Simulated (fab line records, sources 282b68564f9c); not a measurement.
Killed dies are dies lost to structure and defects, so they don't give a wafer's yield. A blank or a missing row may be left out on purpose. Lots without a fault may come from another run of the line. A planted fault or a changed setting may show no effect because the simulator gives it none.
Split-lot experiment | flow rit_cmos | 5 lots, 23 wafers read, on a route of 202 steps

THE SPLIT
At RIT_SPACER_CVD_03 (deposits Si3N4 from SiH2Cl2/NH3, target thk 250 nm, time 3300 s), the setting time_s was moved away from the recipe's 3300 s on 15 of the 23 wafers read, by -8.6% to +5.0%. The other wafers ran this setting at the recipe's value.

The file shows no step between the split and the reading.

THE READING
SPACER_NITRIDE_THK, in nm, at RIT_SPACER_THK_MEAS_04. Fault-free wafers of this fab line usually give 251.9 nm, standard deviation 1.6 nm.

wafer  | tool, chamber at the split | time_s as run, s | against the recipe | SPACER_NITRIDE_THK, nm | against lot-mates on the recipe
L074.1 | -, -                       | 3017             | -8.6%              | 231.0                  | no lot-mate on the recipe
L074.2 | -, -                       | 3017             | -8.6%              | 232.9                  | no lot-mate on the recipe
L074.3 | -, -                       | 3017             | -8.6%              | 231.3                  | no lot-mate on the recipe
L074.4 | -, -                       | 3017             | -8.6%              | 231.9                  | no lot-mate on the recipe
L074.6 | -, -                       | 3017             | -8.6%              | 231.6                  | no lot-mate on the recipe
L079.1 | -, -                       | 3464             | +5.0%              | 265.5                  | no lot-mate on the recipe
L079.2 | -, -                       | 3464             | +5.0%              | 264.4                  | no lot-mate on the recipe
L079.4 | -, -                       | 3464             | +5.0%              | 262.5                  | no lot-mate on the recipe
L079.5 | -, -                       | 3464             | +5.0%              | 263.3                  | no lot-mate on the recipe
L079.6 | -, -                       | 3464             | +5.0%              | 264.4                  | no lot-mate on the recipe
L080.2 | -, -                       | 3300             | recipe             | 249.6                  | -
L080.3 | -, -                       | 3300             | recipe             | 253.9                  | -
L080.4 | -, -                       | 3300             | recipe             | 253.1                  | -
L080.5 | -, -                       | 3300             | recipe             | 249.4                  | -
L080.6 | -, -                       | 3300             | recipe             | 252.6                  | -
L082.1 | -, -                       | 3073             | -6.9%              | 234.2                  | no lot-mate on the recipe
L082.2 | -, -                       | 3073             | -6.9%              | 234.6                  | no lot-mate on the recipe
L082.4 | -, -                       | 3073             | -6.9%              | 234.9                  | no lot-mate on the recipe
L082.5 | -, -                       | 3073             | -6.9%              | 236.5                  | no lot-mate on the recipe
L082.6 | -, -                       | 3073             | -6.9%              | 235.0                  | no lot-mate on the recipe
L085.1 | lpcvd-01, 1                | 3300             | recipe             | 248.7                  | -
L085.3 | lpcvd-01, 1                | 3300             | recipe             | 250.4                  | -
L085.4 | lpcvd-01, 1                | 3300             | recipe             | 248.7                  | -

THE FIT
A straight line over all 23 wafers: SPACER_NITRIDE_THK changes by +2.37 nm for each +1% of time_s; r = +0.99; the points scatter about the line by 1.5 nm.
Too few moved wafers have a lot-mate on the recipe to fit a line with each lot's own level taken away.

THE WHOLE CHAIN: every reading that the file lists as answering this split, in the file's order
step                   | what it does                                                             | reading                                                                        | change (the file's fit)              | r (the file's)
RIT_SPACER_CVD_03      | deposits Si3N4 from SiH2Cl2/NH3, target thk 250 nm, time 3300 s          | Si3N4_of_SPACER_CVD_03.thk_nm (the simulator's own value, which no gauge read) | +2.36 nm for each +1% of the setting | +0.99
RIT_SPACER_THK_MEAS_04 |                                                                          | SPACER_NITRIDE_THK                                                             | +2.37 for each +1% of the setting    | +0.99
RIT_SPACER_ETCHBACK_05 | etches Si3N4 in SF6/CHF3, stops on SiO2, target depth 250 nm, time 240 s | Si3N4_of_SPACER_CVD_03.thk_nm (the simulator's own value, which no gauge read) | +1.88 nm for each +1% of the setting | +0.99
RIT_SPACER_ETCHBACK_05 | etches Si3N4 in SF6/CHF3, stops on SiO2, target depth 250 nm, time 240 s | etch.depth_nm (the simulator's own value, which no gauge read)                 | +2.38 nm for each +1% of the setting | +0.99

THE FILE'S OWN FIT
SPACER_NITRIDE_THK changes by +2.37 nm for each +1% of time_s, r = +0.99.
